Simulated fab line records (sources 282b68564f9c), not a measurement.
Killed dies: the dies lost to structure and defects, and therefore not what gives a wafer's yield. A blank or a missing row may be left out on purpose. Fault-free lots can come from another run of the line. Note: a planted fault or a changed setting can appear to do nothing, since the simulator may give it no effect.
The same fault as seen by 2 desks    flow ritCmos    what lay behind the numbers comes last; until then each desk has only its own

DESK OF THE TOOL OWNER: lpcvd-02
The tool's own readings at RIT_GATE_CVD_08 (deposits poly-Si from SiH4, target thk 250 nm, time 2220 s): means of the sampled wafers that have a number, for each lot that ran on this tool. Any lot whose mean is over 4 standard deviations away from the usual mean is out of limits and marked OUT; that distance is given in the brackets.
Columns: A = sih4FlowSccm at RIT_GATE_CVD_08, usual 100.0 sccm; B = spikeTcCentreC at RIT_GATE_CVD_08, usual 612.2 C; C = spikeTcLoadC at RIT_GATE_CVD_08, usual 632.3 C; D = spikeTcSourceC at RIT_GATE_CVD_08, usual 629.4 C; E = susceptorTempC at RIT_GATE_CVD_08, usual 609.94 C
lot   first seen here  A      B                C                 D                 E
L708  day 3 05:26      99.6   613.0            635.6             631.0             610.13
L711  day 3 21:44      100.2  611.1            635.7             631.3             610.07
L712  day 4 02:50      100.1  611.9            635.4             631.0             609.98
L713  day 4 06:47      100.1  626.0 (+13) OUT  649.5 (+7.8) OUT  645.7 (+6.5) OUT  624.56 (+54) OUT
L715  day 4 16:07      100.2  626.5 (+13) OUT  649.9 (+8.0) OUT  646.2 (+6.7) OUT  624.34 (+53) OUT
L716  day 5 00:04      100.3  625.5 (+12) OUT  649.2 (+7.7) OUT  645.0 (+6.2) OUT  624.06 (+52) OUT
L727  day 7 07:15      100.3  612.4            633.5             631.0             609.61
This desk's finding: out of limits on L713, L715, L716; first on L713, day 4 06:47 (spikeTcCentreC at RIT_GATE_CVD_08). L708, L711, L712, L727 stayed within limits.

AT THE METROLOGY DESK
Means of the sampled wafers that have a number, per lot and without regard to the tool the lot ran on: this is what the gauges read. Any lot whose mean is over 4 standard deviations away from the usual mean is out of limits and marked OUT; that distance is given in the brackets.
Columns: A = GATE_POLY_THK at RIT_GATE_THK_MEAS_09, usual 248.0 nm
lot   first seen here  A
L704  day 2 11:47      247.7
L705  day 2 16:52      247.8
L708  day 3 07:03      248.4
L710  day 3 17:19      245.9
L711  day 3 23:22      248.2
L712  day 4 04:28      251.5
L713  day 4 08:25      347.9 (+45) OUT
L715  day 4 17:44      351.1 (+47) OUT
L716  day 5 01:41      349.5 (+46) OUT
L718  day 5 09:22      246.9
L722  day 6 05:09      246.7
L723  day 6 11:29      250.2
L725  day 7 00:52      246.5
L726  day 7 02:28      245.4
L727  day 7 08:53      248.1
Finding of this desk: L713, L715, L716 out of limits, first seen on L713 at day 4 08:25 (GATE_POLY_THK at RIT_GATE_THK_MEAS_09). L704, L705, L708, L710, L711, L712, L718, L722, L723, L725, L726, L727 stayed within limits.

BROUGHT TOGETHER
On L713, L715, L716, at day 4 06:47, an alarm was possible from the tool owner's desk.
At day 4 08:25 the metrology desk could have sounded an alarm, on L713, L715, L716.
Of the lots named, all ran RIT_GATE_CVD_08 on lpcvd-02.

WHAT THE SIMULATOR HAD INSERTED
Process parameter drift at RIT_GATE_CVD_08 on lpcvd-02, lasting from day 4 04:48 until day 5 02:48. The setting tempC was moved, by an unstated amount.
Shown lots that were struck: L713, L715, L716.
Time in hours from fault onset to the first out-of-limits reading at each desk: tool owner's desk 2, metrology desk 4.
